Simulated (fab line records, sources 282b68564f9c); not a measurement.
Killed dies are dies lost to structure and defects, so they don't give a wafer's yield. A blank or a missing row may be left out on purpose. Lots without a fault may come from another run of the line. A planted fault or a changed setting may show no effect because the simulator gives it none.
fab line records | flow rit_cmos
record lots=7 wafers=21 last_day=8
route steps=202 shown GATE@78 FOX2@80
lots that met no fault: from a run of the same line without faults
start_h: hours from the record's first day to the start of the lot's first wafer shown | wait_h: hours since the lot's step before | " the same as in the row above | L1.1+2: a row that stands for several wafers | - no value, or no start given | * or withheld: withheld | < > ~ a bound
route shown NAME@n: a module of which the file shows steps, and the number in the route of the first | usual: mean/standard deviation of fault-free wafers | same: alike in all rows | chamber/n: place in a boat | sites: the reading at each site | _std_site: their standard deviation | _edge_site: outer sites' mean less inner sites' | radius_mm: how far each site lies from the wafer's centre | mask NAME#n: copy n | behind: the tool/chamber that last shaped the wafer | hold: why the lot was held/for how many hours/how that ended | device: the transistor (n, p or np) that didn't switch | end of line: the same wafers' tests at the end of the route | a step without rows: its recipe alone | killed: dies lost to structure and defects at the first sort, not the wafer's yield | map: a wafer's dies, x killed, . not, _ none there
set.NAME: the setting as run; set.NAME@STEP: as run at that earlier step | model.NAME: the simulator's own value behind a step, which no gauge read
lots at some steps of the route; a table a step, a row a wafer
## steps
# step RIT_GATE_CLEAN_03
# recipe chemistry=SC2 mix=3:3:50 time_s=600 temp_c=75 dry=n2_spin
# step RIT_GATE_CLEAN_04
# recipe chemistry=dHF dilution=50:1 time_s=60 dry=n2_spin
# step RIT_FOX2_THK_MEAS_91
# recipe reads=SiO2_of_FOX2_OXIDATION_00
# usual FIELD_OXIDE_LEFT_2_THK=258/5.3
# columns lot.wafer tool chamber start_h wait_h FIELD_OXIDE_LEFT_2_THK[nm]
L904.1 film_metro-03 - 39.62 0.0 257
L904.2 " - " " 258
L904.5 " - " " 253
L910.2 film_metro-03 - 67.94 0.0 262
L910.5 " - " " 255
L910.6 " - " " 259
L911.1 film_metro-04 - 73.33 0.0 259
L911.3 " - " " 255
L911.5 " - " " 260
L912.2 film_metro-01 - 78.49 0.0 260
L912.4 " - " " 266
L912.5 " - " " 264
L917.3 film_metro-03 - 104.40 0.0 268
L917.5 " - " " 267
L917.6 " - " " 265
L924.1 film_metro-03 - 156.93 0.0 262
L924.2 " - " " 256
L924.6 " - " " 256
L925.4 film_metro-01 - 163.70 0.0 263
L925.5 " - " " 254
L925.6 " - " " 253
# step RIT_GATE_OXIDATION_05
# recipe temp_c=900 ambient=O2 target_thk_a=30 ox_time_s=270
# step RIT_GATE_ANNEAL_06
# recipe temp_c=900 time_s=600 ambient=N2O
# step RIT_GATE_THK_MEAS_07
# recipe reads=SiO2_of_GATE_OXIDATION_05
# usual GATE_OXIDE_THK=3.04/0.064
# columns lot.wafer tool chamber start_h wait_h GATE_OXIDE_THK[nm]
L904.1 film_metro-03 - 45.04 0.0 3.04
L904.2 " - " " 3.09
L904.5 " - " " 3.08
L910.2 film_metro-03 - 70.06 0.0 2.99
L910.5 " - " " 2.96
L910.6 " - " " 3.00
L911.1 film_metro-01 - 77.72 0.0 3.13
L911.3 " - " " 3.17
L911.5 " - " " 3.14
L912.2 film_metro-01 - 85.67 0.0 3.01
L912.4 " - " " 3.11
L912.5 " - " " 3.11
L917.3 film_metro-04 - 109.79 0.0 3.01
L917.5 " - " " 2.99
L917.6 " - " " 3.03
L924.1 film_metro-04 - 158.53 0.0 3.12
L924.2 " - " " 3.05
L924.6 " - " " 3.07
L925.4 film_metro-03 - 168.60 0.0 2.94
L925.5 " - " " 3.00
L925.6 " - " " 2.98
# step RIT_GATE_CVD_08
# recipe material=poly-Si target_thk_nm=250 temp_c=610 precursor=SiH4 time_s=2220 pressure_mtorr=300 sih4_flow_sccm=100
# step RIT_GATE_THK_MEAS_09
# recipe reads=poly-Si_of_GATE_CVD_08
# usual GATE_POLY_THK=250.6/1.9
# columns lot.wafer tool chamber start_h wait_h GATE_POLY_THK[nm]
L904.1 film_metro-04 - 47.23 0.0 252.0
L904.2 " - " " 250.5
L904.5 " - " " 252.6
L910.2 film_metro-03 - 72.87 0.0 248.4
L910.5 " - " " 250.7
L910.6 " - " " 252.4
L911.1 film_metro-04 - 79.40 0.0 253.1
L911.3 " - " " 249.2
L911.5 " - " " 250.0
L912.2 film_metro-01 - 87.35 0.0 250.1
L912.4 " - " " 250.0
L912.5 " - " " 246.9
L917.3 film_metro-03 - 111.48 0.0 246.9
L917.5 " - " " 247.8
L917.6 " - " " 247.1
L924.1 film_metro-03 - 160.21 0.0 249.3
L924.2 " - " " 249.0
L924.6 " - " " 252.2
L925.4 film_metro-03 - 170.28 0.0 247.2
L925.5 " - " " 250.3
L925.6 " - " " 248.3
# step RIT_GATE_HMDS_10
# recipe prime_time_s=60 prime_temp_c=140
# step RIT_GATE_COAT_11
# recipe resist=NOVOLAK spin_rpm=4250 resist_thk_nm=850
# step RIT_GATE_SOFTBAKE_12
# recipe resist=NOVOLAK temp_c=90 time_s=60
# step RIT_GATE_EXPOSE_13
# recipe mask_id=M6 na=0.6 source_shape=conventional sigma_outer=0.6 target_cd_nm=150 dose_mj=380
# step RIT_GATE_PEB_14
# recipe resist=NOVOLAK temp_c=withheld time_s=withheld
# usual chill_plate_temp_C=* exhaust_pa=45.1/0.87
# columns lot.wafer tool chamber start_h wait_h chill_plate_temp_C exhaust_pa
L904.1 litho_track-03 0 47.98 0.1 * 45.3
L904.2 " 0 " " * 46.7
L904.5 " 0 " " * 45.4
L910.2 litho_track-04 - 73.51 0.1 - -
L910.5 " - " " - -
L910.6 " - " " - -
L911.1 litho_track-01 - 80.03 0.1 - -
L911.3 " - " " - -
L911.5 " - " " - -
L912.2 litho_track-01 - 88.44 0.3 - -
L912.4 " - " " - -
L912.5 " - " " - -
L917.3 litho_track-03 0 112.49 0.1 * 45.5
L917.5 " 0 " " * 45.5
L917.6 " 0 " " * 45.2
L924.1 litho_track-04 0 160.98 0.2 * 47.0
L924.2 " 0 " " * 45.1
L924.6 " 0 " " * 45.2
L925.4 litho_track-04 0 171.68 0.3 * 43.6
L925.5 " 0 " " * 44.9
L925.6 " 0 " " * 43.4
# step RIT_GATE_DEVELOP_15
# recipe resist=NOVOLAK develop_time_s=50 dev_temp_c=23
## key
first_sign step=RIT_GATE_PEB_14 reading=tool_record direction=missing
effect none on later readings
met_at RIT_GATE_PEB_14
struck_wafers L910.2,L910.5,L910.6,L911.1,L911.3,L911.5,L912.2,L912.4,L912.5
sort_left_out L910.2,L910.5,L910.6,L911.1,L911.3,L911.5,L912.2,L912.4,L912.5
tester_left_out L910,L911,L912
fault kind=skipped_step_whole tool=litho_track-01,litho_track-04 chamber=- onset_h=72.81 steps=RIT_GATE_PEB_14 scope=struck_lots_only
# tester_left_out: of these lots the tester's yield and bins aren't shown, on N5 and GAA mostly nor the transistor test; their killed dies are dies lost to structure and defects alone, not to doping, threshold or leakage, so they don't give the yield
# sort_left_out: the simulated sort isn't trusted on such a fault, so these wafers' sort isn't shown, and their yield isn't known
